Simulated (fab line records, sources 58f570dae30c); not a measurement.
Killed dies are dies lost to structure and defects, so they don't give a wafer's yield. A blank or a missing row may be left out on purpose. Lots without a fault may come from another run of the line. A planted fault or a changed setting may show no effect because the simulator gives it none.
Which tool did it? | flow berkeley_cmos170 | 6 lots, 18 wafers sampled, at 1 step of a route of 331

WHAT THE GAUGES READ, wafer by wafer
UCB170_CONTACT_CD_MEAS_90: target cd 700 nm.
lot  | measured     | on        | cd_nm (nm)
L373 | day 7 18:46  | cd_sem-02 | 698.6 699.2 700.3
L380 | day 9 01:42  | cd_sem-01 | 700.2 701.6 701.1
L379 | day 9 02:08  | cd_sem-02 | 698.0 699.7 698.2
L384 | day 10 00:54 | cd_sem-02 | 699.7 700.1 699.2
L386 | day 10 10:50 | cd_sem-01 | 699.9 701.0 700.6
L391 | day 11 10:55 | cd_sem-02 | 698.4 697.7 699.3

WHICH TOOL RAN EACH LOT (tool, then ch and the chambers of the sampled wafers, then the start)
The record holds no process step before these readings.

THE ANSWER, worked out from the rows above alone
Rule: what is usual is taken from the lots themselves. Put in order of their means at a reading, lots are off if they are a third of the lots or fewer, leave a main group of 4 or more, and stand apart from it by a gap of 3 or more times the standard deviation of the main group's means; of several such gaps the widest counts. A main group whose means are all the same, to the digits that the tables above print for the reading, isn't used. A lot without any number at a reading at which 4 lots or more have one is off too. The other lots that the step has rows for count as sound.
No lot is off at any reading shown: from this, nothing can be told.

WHAT THE SIMULATOR HAD PUT IN
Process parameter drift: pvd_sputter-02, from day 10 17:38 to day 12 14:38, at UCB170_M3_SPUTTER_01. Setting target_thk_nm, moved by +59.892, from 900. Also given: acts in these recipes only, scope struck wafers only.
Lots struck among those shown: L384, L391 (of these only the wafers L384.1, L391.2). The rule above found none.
